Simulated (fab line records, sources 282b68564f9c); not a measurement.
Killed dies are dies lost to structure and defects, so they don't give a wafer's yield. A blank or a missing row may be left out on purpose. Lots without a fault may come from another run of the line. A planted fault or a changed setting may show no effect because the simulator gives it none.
Which tool did it? | flow rit_cmos | 13 lots, 39 wafers sampled, at 3 steps of a route of 202

WHAT THE GAUGES READ, wafer by wafer
RIT_WELLDRIVE_RS_MEAS_01: measures by four-point-probe. Usual: NWELL_RS 275.6 ohm/sq, standard deviation 0.79.
lot  | measured    | on            | NWELL_RS (ohm/sq) | flag
L114 | day 2 05:08 | film_metro-04 | 275.4 274.6 275.4 |
L115 | day 2 09:34 | film_metro-03 | 274.3 274.5 274.5 |
L116 | day 2 13:39 | film_metro-04 | 276.4 275.9 275.2 |
L117 | day 2 18:52 | film_metro-04 | 275.4 275.5 274.7 |
L118 | day 3 00:14 | film_metro-03 | 276.4 276.6 276.3 |
L120 | day 3 10:46 | film_metro-04 | 275.7 274.2 275.9 |
L122 | day 3 19:35 | film_metro-03 | 274.3 274.2 274.7 |
L123 | day 4 01:15 | film_metro-04 | 275.3 275.0 275.0 |
L125 | day 4 12:35 | film_metro-01 | 275.4 275.6 275.5 |
L127 | day 5 01:20 | film_metro-04 | 300.5 301.3 300.2 | OFF
L128 | day 5 03:47 | film_metro-01 | 276.8 276.2 276.8 |
L131 | day 5 18:40 | film_metro-04 | 275.2 275.6 276.9 |
L136 | day 6 18:20 | film_metro-01 | 276.5 276.9 276.9 |

RIT_WELLDRIVE_RS_MEAS_02: measures by four-point-probe. Usual: PWELL_RS 430.8 ohm/sq, standard deviation 1.1.
lot  | measured    | on            | PWELL_RS (ohm/sq) | flag
L114 | day 2 05:16 | film_metro-04 | 431.7 430.8 430.5 |
L115 | day 2 09:41 | film_metro-03 | 430.0 429.7 429.1 |
L116 | day 2 13:46 | film_metro-04 | 432.1 431.5 432.4 |
L117 | day 2 18:59 | film_metro-04 | 431.1 432.6 431.9 |
L118 | day 3 00:21 | film_metro-03 | 432.4 430.3 431.7 |
L120 | day 3 10:53 | film_metro-04 | 430.4 431.5 430.2 |
L122 | day 3 19:42 | film_metro-03 | 430.2 429.3 430.6 |
L123 | day 4 01:22 | film_metro-04 | 429.5 429.6 428.5 |
L125 | day 4 12:42 | film_metro-01 | 430.8 431.7 431.6 |
L127 | day 5 01:28 | film_metro-04 | 457.3 456.7 457.5 | OFF
L128 | day 5 03:54 | film_metro-01 | 432.0 432.4 432.1 |
L131 | day 5 18:47 | film_metro-04 | 432.4 430.7 431.9 |
L136 | day 6 18:27 | film_metro-01 | 431.6 429.7 431.1 |

WHICH TOOL RAN EACH LOT (tool, then ch and the chambers of the sampled wafers, then the start)
lot  | RIT_WELLDRIVE_ANNEAL_00
L114 | furnace-04 ch 0, day 2 00:01
L115 | furnace-01 ch 0, day 2 04:29
L116 | furnace-02 ch 0, day 2 08:32
L117 | furnace-04 ch 0, day 2 13:47
L118 | furnace-04 ch 0, day 2 19:07
L120 | furnace-01 ch 0, day 3 05:40
L122 | furnace-02 ch 0, day 3 14:30
L123 | furnace-02 ch 0, day 3 20:10
L125 | furnace-01 ch 0, day 4 07:29
L127 | furnace-01 ch 0, day 4 20:14
L128 | furnace-02 ch 0, day 4 22:40
L131 | furnace-02 ch 0, day 5 13:32
L136 | furnace-04 ch 0, day 6 13:14
- RIT_WELLDRIVE_ANNEAL_00: time 14700 s.

WHAT THE TOOLS THEMSELVES READ (means of the sampled wafers that have a number; where no wafer has one, the mark that the record gives instead)
RIT_WELLDRIVE_ANNEAL_00. Usual: run_length_s 18271 s, standard deviation 4.3; spike_tc_source_C 1125 C, standard deviation 3.4; tube_center_temp_C 1100 C, standard deviation 0.097.
lot  | tool       | run_length_s (s) | spike_tc_source_C (C) | tube_center_temp_C (C) | flag
L114 | furnace-04 | 18275            | 1127                  | 1100                   |
L115 | furnace-01 | 18272            | 1125                  | 1100                   |
L116 | furnace-02 | 18268            | 1120                  | 1100                   |
L117 | furnace-04 | 18273            | 1128                  | 1100                   |
L118 | furnace-04 | 18275            | 1127                  | 1100                   |
L120 | furnace-01 | 18275            | 1126                  | 1100                   |
L122 | furnace-02 | 18277            | 1120                  | 1100                   |
L123 | furnace-02 | 18270            | 1120                  | 1100                   |
L125 | furnace-01 | 18273            | 1125                  | 1100                   |
L127 | furnace-01 | 12395            | 1127                  | 1100                   | OFF
L128 | furnace-02 | 18269            | 1120                  | 1100                   |
L131 | furnace-02 | 18274            | 1119                  | 1100                   |
L136 | furnace-04 | 18271            | 1128                  | 1100                   |

THE ANSWER, worked out from the rows above alone
Rule: a lot is off if the mean of its wafers that have a number lies more than 3 standard deviations from the usual mean. A lot without any number at a reading at which 4 lots or more have one is off too. The other lots that the step has rows for count as sound. The gauges are gone through in route order, then the tools' own readings, and for those a lot's mean is taken as printed above. The first step at which some lot is off is used, and at that step the reading that is off furthest; a lot without a number counts as furthest.
Off: L127, at RIT_WELLDRIVE_RS_MEAS_01 (NWELL_RS).
A tool fits if, at a process step before that reading, it ran every lot that is off, and no sound lot after the first of them. The gauges at RIT_WELLDRIVE_RS_MEAS_01 aren't tried: what is off there is off at RIT_WELLDRIVE_ANNEAL_00 too, on other tools, and a gauge's error can't cause that. One fits: furnace-01 at RIT_WELLDRIVE_ANNEAL_00. Its last sound lot is L125 (day 4 07:29), its first lot that is off L127 (day 4 20:14): a fault that began between those two fits.
The tool's own readings at RIT_WELLDRIVE_ANNEAL_00 bear it out: on the lots that are off they differ by more than 5 times the standard deviation of the sound lots' means. run_length_s reads 12395 s there against 18273 s on the sound lots.

WHAT THE SIMULATOR HAD PUT IN
Process parameter drift: furnace-01, from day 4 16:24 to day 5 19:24, at RIT_WELLDRIVE_ANNEAL_00. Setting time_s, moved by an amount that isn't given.
Lots struck among those shown: L127. The rule above found the same.
